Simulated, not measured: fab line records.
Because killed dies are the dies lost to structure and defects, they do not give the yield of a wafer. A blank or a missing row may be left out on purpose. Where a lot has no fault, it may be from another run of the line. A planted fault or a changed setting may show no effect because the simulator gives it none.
The tool behind it: which one? -- flow berkeley-cmos170 -- 14 lots, 42 wafers sampled, at 7 steps of a route of 331

## WHAT THE GAUGES READ, wafer by wafer
UCB170_CONTACT_OVL_MEAS_16. Usual: CONTACT_OVL typically reads -2 nm, with standard deviation 5.8.
lot,measured,on,CONTACT_OVL (nm),flag
L996,day 7 14:35,overlay-02,3 3 3,
L998,day 7 15:06,overlay-01,2 -6 -9,
L100,day 8 04:59,overlay-01,-3 7 6,
L102,day 8 15:34,overlay-01,-7 -9 -4,
L104,day 9 04:16,overlay-02,3 -5 7,
L106,day 9 12:42,overlay-01,-10 4 -10,
L105,day 9 13:31,overlay-01,-3 6 5,
L108,day 9 15:20,overlay-02,-1 -10 -6,
L109,day 9 14:37,overlay-01,-2 1 -6,
L111,day 10 04:17,overlay-01,5 4 3,
L110,day 10 05:47,overlay-02,-13 -7 -6,
L114,day 10 06:28,overlay-02,3 7 -3,
L119,day 11 02:27,overlay-01,4 6 1,
L118,day 11 02:49,overlay-01,-8 -13 -9,

UCB170_M1_RS_MEAS_01: a four-point-probe measurement. Usual: M1_AL_RS typically reads 0.0485 ohm/sq, with standard deviation 0.00055.
lot,measured,on,M1_AL_RS (ohm/sq),flag
L996,day 7 16:52,film-metro-01,0.0479 0.0479 0.0477,
L998,day 7 16:52,film-metro-02,0.0488 0.0478 0.0481,
L100,day 8 05:38,film-metro-03,0.0480 0.0472 0.0476,
L102,day 8 16:13,film-metro-03,0.0478 0.0490 0.0478,
L104,day 9 04:56,film-metro-01,0.0483 0.0490 0.0487,
L106,day 9 13:22,film-metro-02,0.0477 0.0480 0.0476,
L105,day 9 14:11,film-metro-01,0.0489 0.0488 0.0489,
L108,day 9 16:00,film-metro-02,0.0490 0.0486 0.0490,
L109,day 9 15:16,film-metro-03,0.0482 0.0481 0.0481,
L111,day 10 04:59,film-metro-01,0.0481 0.0480 0.0482,
L110,day 10 06:28,film-metro-03,0.0667 0.0672 0.0668,OFF
L114,day 10 09:19,film-metro-02,0.0694 0.0692 0.0687,OFF
L119,day 11 03:09,film-metro-01,0.0486 0.0489 0.0488,
L118,day 11 03:34,film-metro-02,0.0483 0.0489 0.0482,

UCB170_M1_THK_MEAS_02: measures by xrf. Usual: M1_AL_THK typically reads 607 nm, with standard deviation 7.
lot,measured,on,M1_AL_THK (nm),flag
L996,day 7 16:59,film-metro-01,618 621 621,
L998,day 7 16:59,film-metro-02,597 609 609,
L100,day 8 05:46,film-metro-03,612 622 618,
L102,day 8 16:20,film-metro-03,615 601 618,
L104,day 9 05:03,film-metro-01,610 604 608,
L106,day 9 13:29,film-metro-02,616 608 617,
L105,day 9 14:18,film-metro-01,605 605 604,
L108,day 9 16:07,film-metro-02,603 601 596,
L109,day 9 15:23,film-metro-03,606 608 611,
L111,day 10 05:07,film-metro-01,617 618 612,
L110,day 10 06:35,film-metro-03,442 435 437,OFF
L114,day 10 09:26,film-metro-02,427 430 429,OFF
L119,day 11 03:16,film-metro-01,607 609 610,
L118,day 11 03:41,film-metro-02,601 599 609,

UCB170_V2_CD_MEAS_12: target cd 700 nm. Usual: 699.9 nm for cd-nm, sd 1.3.
lot,measured,on,cd-nm (nm),flag
L996,day 8 08:02,cd-sem-01,702.6 702.5 701.8,
L998,day 8 07:41,cd-sem-01,699.7 701.0 702.0,
L100,day 8 18:51,cd-sem-02,701.4 702.2 700.7,
L102,day 9 09:40,cd-sem-02,698.2 699.4 698.0,
L104,day 10 00:11,cd-sem-02,702.3 700.6 701.0,
L106,day 10 04:53,cd-sem-02,698.2 698.8 696.6,
L105,day 10 04:19,cd-sem-02,700.7 699.4 699.3,
L108,day 10 07:46,cd-sem-01,702.0 701.4 702.2,
L109,day 10 04:35,cd-sem-02,697.9 697.5 699.0,
L111,day 10 20:47,cd-sem-02,698.1 699.9 698.7,
L110,day 10 21:50,cd-sem-01,700.6 700.5 701.0,
L114,day 11 00:44,cd-sem-02,698.8 699.4 698.2,
L119,day 11 16:05,cd-sem-01,700.2 699.6 699.5,
L118,day 11 16:20,cd-sem-02,699.2 698.7 698.6,

## WHAT TOOL EACH LOT RAN ON (gives the tool, then ch and the chambers of the sampled wafers, and finally the start)
lot,UCB170_SDANNEAL_RTA_01,UCB170_M1_SPUTTER_00,UCB170_M1_METAL_ETCH_12
L996,"rtp-anneal-02 ch 0, day 7 07:47","pvd-sputter-03, day 7 16:47","rie-metal-01 ch 0,1, day 7 19:14"
L998,"rtp-anneal-01 ch 0, day 7 07:58","pvd-sputter-01, day 7 16:47","rie-metal-04 ch 0,1, day 7 19:28"
L100,"rtp-anneal-02 ch 0, day 7 20:50","pvd-sputter-03, day 8 05:35","rie-metal-04 ch 0,1, day 8 07:29"
L102,"rtp-anneal-02 ch 0, day 8 08:32","pvd-sputter-01, day 8 16:10","rie-metal-02 ch 0, day 8 17:43"
L104,"rtp-anneal-02 ch 0, day 8 21:02","pvd-sputter-02, day 9 04:52","rie-metal-02 ch 0,1, day 9 06:45"
L106,"rtp-anneal-01 ch 0, day 9 07:24","pvd-sputter-03, day 9 13:18","rie-metal-04 ch 1, day 9 14:54"
L105,"rtp-anneal-02 ch 0, day 9 07:35","pvd-sputter-02, day 9 14:07","rie-metal-02 ch 0,1, day 9 16:00"
L108,"rtp-anneal-01 ch 0, day 9 07:51","pvd-sputter-03, day 9 15:56","rie-metal-02 ch 0,1, day 9 18:16"
L109,"rtp-anneal-01 ch 0, day 9 08:02","pvd-sputter-03, day 9 15:13","rie-metal-01 ch 1, day 9 17:26"
L111,"rtp-anneal-02 ch 0, day 9 22:04","pvd-sputter-01, day 10 04:56","rie-metal-02 ch 0,1, day 10 07:14"
L110,"rtp-anneal-01 ch 0, day 9 22:14","pvd-sputter-03, day 10 06:23","rie-metal-01 ch 1, day 10 07:58"
L114,"rtp-anneal-01 ch 0, day 9 22:52","pvd-sputter-03, day 10 09:14","rie-metal-01 ch 0,1, day 10 11:17"
L119,"rtp-anneal-02 ch 0, day 10 20:36","pvd-sputter-02, day 11 03:04","rie-metal-04 ch 0,1, day 11 04:40"
L118,"rtp-anneal-01 ch 0, day 10 20:56","pvd-sputter-01, day 11 03:30","rie-metal-02 ch 0,1, day 11 04:56"
- UCB170_SDANNEAL_RTA_01: time 5 s.
- UCB170_M1_SPUTTER_00: material Al, target thk 600 nm, time 80 s.
- UCB170_M1_METAL_ETCH_12: etches Al in Cl2/BCl3, stops on PSG, target depth 780 nm, time 130 s.

## AS READ BY THE TOOLS THEMSELVES (means over the sampled wafers that have a number; for cases with no such wafer, the mark the record gives instead)
UCB170_SDANNEAL_RTA_01. Usual: lamp-power-pct 34.2 %, standard deviation 2.1; wafer_temp_C_max 1054.5, standard deviation 1.4.
lot,tool,lamp-power-pct (%),wafer_temp_C_max,flag
L996,rtp-anneal-02,36.7,1054.7,
L998,rtp-anneal-01,32.4,1054.1,
L100,rtp-anneal-02,36.6,1056.4,
L102,rtp-anneal-02,36.6,1054.7,
L104,rtp-anneal-02,36.6,1056.2,
L106,rtp-anneal-01,32.3,1053.1,
L105,rtp-anneal-02,36.6,1055.7,
L108,rtp-anneal-01,32.4,1053.3,
L109,rtp-anneal-01,32.4,1054.2,
L111,rtp-anneal-02,36.6,1055.0,
L110,rtp-anneal-01,32.4,1054.2,
L114,rtp-anneal-01,32.4,1053.6,
L119,rtp-anneal-02,36.6,1056.2,
L118,rtp-anneal-01,32.4,1054.4,

UCB170_M1_SPUTTER_00. Usual: 30.0 % for throttle-valve-pct, sd 0.81.
lot,tool,throttle-valve-pct (%),flag
L996,pvd-sputter-03,29.9,
L998,pvd-sputter-01,29.9,
L100,pvd-sputter-03,29.7,
L102,pvd-sputter-01,30.5,
L104,pvd-sputter-02,30.7,
L106,pvd-sputter-03,29.8,
L105,pvd-sputter-02,30.6,
L108,pvd-sputter-03,29.6,
L109,pvd-sputter-03,29.3,
L111,pvd-sputter-01,30.7,
L110,pvd-sputter-03,29.4,
L114,pvd-sputter-03,30.0,
L119,pvd-sputter-02,29.4,
L118,pvd-sputter-01,31.0,

UCB170_M1_METAL_ETCH_12. Usual: drypump-motor-current-A 5.8 A, standard deviation 0.51; oes-product-au 0.853 a.u., standard deviation 0.012; throttle-valve-pct 24.34 %, standard deviation 0.11.
lot,tool,drypump-motor-current-A (A),oes-product-au (a.u.),throttle-valve-pct (%),flag
L996,rie-metal-01,5.9,0.834,24.43,
L998,rie-metal-04,6.2,0.857,24.25,
L100,rie-metal-04,6.0,0.870,24.25,
L102,rie-metal-02,5.5,0.860,24.48,
L104,rie-metal-02,5.1,0.859,24.45,
L106,rie-metal-04,5.8,0.869,24.25,
L105,rie-metal-02,5.1,0.860,24.45,
L108,rie-metal-02,5.1,0.863,24.45,
L109,rie-metal-01,6.0,0.841,24.21,
L111,rie-metal-02,5.3,0.863,24.45,
L110,rie-metal-01,6.0,0.709,24.27,OFF
L114,rie-metal-01,5.9,0.699,24.39,OFF
L119,rie-metal-04,6.0,0.854,24.24,
L118,rie-metal-02,5.1,0.862,24.45,

## THE ANSWER, worked out from the rows above alone
Rule: take the mean of a lot's wafers that have a number; if it is more than 3 standard deviations from the usual mean, the lot is off. Also off: a lot with no number at a reading for which 4 or more lots have one. The other lots that the step has rows for count as sound. Order of review: gauges by route order, followed by the tools' own readings, for which a lot's mean as printed above is used. At the first step where some lot is off, the reading lying furthest off is the one used; lots without a number count as furthest.
Off: L110, L114, at UCB170_M1_RS_MEAS_01 (M1_AL_RS).
If a tool, at a process step before that reading, ran all the lots that are off and no sound lot after the first of them, it fits. Not tried: the gauges at UCB170_M1_RS_MEAS_01; whatever is off there is also off at UCB170_M1_METAL_ETCH_12, on other tools, and gauge error can't account for it. One fits: UCB170_M1_SPUTTER_00 on pvd-sputter-03. A fault onset in the window from L108 (day 9 15:56, its last sound lot) to L110 (day 10 06:23, its first lot off) fits.

## WHAT THE SIMULATOR HAD PUT IN
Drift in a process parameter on pvd-sputter-03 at UCB170_M1_SPUTTER_00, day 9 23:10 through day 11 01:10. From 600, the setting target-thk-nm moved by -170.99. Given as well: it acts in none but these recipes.
Struck lots among those shown: L110, L114. This agrees with what the rule above found.
